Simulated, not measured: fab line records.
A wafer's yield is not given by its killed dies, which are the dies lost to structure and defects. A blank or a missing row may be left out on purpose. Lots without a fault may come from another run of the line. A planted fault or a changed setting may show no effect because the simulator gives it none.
Struck lot and sound lot, side by side | flow berkeley cmos170 | 27 out of 331 route steps
Sound: these wafers, L266.1, L266.2, L266.4. Wafers L273.1, L273.3, L273.6 were the ones struck. Last of all comes the cause.
Per side, at each step with rows, come the tool, then ch with its chambers, and then its first start. Under that, the readings that differ: sound wafers | struck wafers | difference of the means | sigmas: that difference in standard deviations of wafers without a fault.
alike: a reading whose means differ by less than 2 such deviations, as well as words and numbers matching on both sides. not compared: withheld readings; readings where some wafer has no value; bounds like >300 that might hide an equal value; numbers whose values overlap and for which the record gives no deviation.
The two part at a step that has a row with sigmas, a row that says differs or no value, or rows on one side only. When numbers do not overlap yet have no deviation, they are printed without sigmas and do not part them. A reading that every wafer of one side lacks parts them only if that side has two wafers or more.

UCB170_GATE_CD_MEAS_90: target cd 350 nm.
  sound on cd sem-02, day 9 16:44; struck on cd sem-02, day 11 01:49
  alike: cd nm
then, 7 steps without rows for these wafers: UCB170_GATE_CLEAN_17 (cleans in SPM, time 600 s); UCB170_PLDD_HMDS_00 (prime time 60 s); UCB170_PLDD_COAT_01 (resist thk 900 nm); UCB170_PLDD_SOFTBAKE_02 (time 60 s); UCB170_PLDD_EXPOSE_03 (exposes mask PSELECT, target cd 1200 nm); UCB170_PLDD_PEB_04; UCB170_PLDD_DEVELOP_05 (develop time 45 s).
UCB170_PLDD_CD_MEAS_06: target cd 1200 nm.
  sound on cd sem-01, day 9 18:12; struck on cd sem-02, day 11 04:19
  alike: cd nm
UCB170_PLDD_OVL_MEAS_07:
  sound on overlay-02, day 9 18:19; struck on overlay-01, day 11 04:26
  alike: PLDD_OVL
then, 2 steps without rows for these wafers: UCB170_PLDD_IMPLANT_08; UCB170_PLDD_IMPLANT_09.
UCB170_PLDD_STRIP_10: strips in O2.
  sound on plasma asher-01 ch 0,1, day 9 18:40; struck on plasma asher-03 ch 0,1, day 11 04:46
  no value came back on the struck wafers for any of 5 readings (chamber pressure mTorr (mTorr), drypump motor current A (A) and others); on the sound wafers chamber pressure mTorr (mTorr) reads 3500.7 3499.6 3501.0
  reading                               | sound | struck            | difference | sigmas
  model.KrF_of_PLDD_COAT_01.thk nm (nm) | 0 0 0 | 888.5 889.8 890.4 | +889.6     |
  not compared: rf hours counter h
UCB170_PLDD_TW_MEAS_11:
  sound on film metro-02, day 9 18:46; struck on film metro-02, day 11 04:52
  alike: PLDD_TW
then, 7 steps without rows for these wafers: UCB170_PLDD_CLEAN_12 (cleans in SPM, time 600 s); UCB170_NLDD_HMDS_00 (prime time 60 s); UCB170_NLDD_COAT_01 (resist thk 900 nm); UCB170_NLDD_SOFTBAKE_02 (time 60 s); UCB170_NLDD_EXPOSE_03 (exposes mask NSELECT, target cd 1200 nm); UCB170_NLDD_PEB_04; UCB170_NLDD_DEVELOP_05 (develop time 45 s).
UCB170_NLDD_CD_MEAS_06: target cd 1200 nm.
  sound on cd sem-01, day 9 20:31; struck on cd sem-01, day 11 07:53
  alike: cd nm
UCB170_NLDD_OVL_MEAS_07:
  sound on overlay-02, day 9 20:38; struck on overlay-01, day 11 08:01
  alike: NLDD_OVL
then, 2 steps without rows for these wafers: UCB170_NLDD_IMPLANT_08; UCB170_NLDD_IMPLANT_09.
UCB170_NLDD_STRIP_10: strips in O2.
  sound on plasma asher-03 ch 0,1, day 9 20:59; struck on plasma asher-03 ch 0,1, day 11 08:20
  reading                      | sound             | struck            | difference | sigmas
  strip time to endpoint s (s) | 21.69 21.73 21.69 | 47.93 47.93 47.98 | +26.24     | +99 or more
  alike: chamber pressure mTorr, drypump motor current A, oes product au
  not compared: rf hours counter h
UCB170_NLDD_TW_MEAS_11:
  sound on film metro-02, day 9 21:05; struck on film metro-01, day 11 08:40
  reading | sound          | struck   | difference | sigmas
  NLDD_TW | 2206 2205 2216 | 30 30 30 | -2179      | -99 or more
  not compared: hold

## WHERE THEY PART
At UCB170_PLDD_STRIP_10 first; at UCB170_NLDD_TW_MEAS_11 last (within this record only).

WHY: what had been put in by the simulator
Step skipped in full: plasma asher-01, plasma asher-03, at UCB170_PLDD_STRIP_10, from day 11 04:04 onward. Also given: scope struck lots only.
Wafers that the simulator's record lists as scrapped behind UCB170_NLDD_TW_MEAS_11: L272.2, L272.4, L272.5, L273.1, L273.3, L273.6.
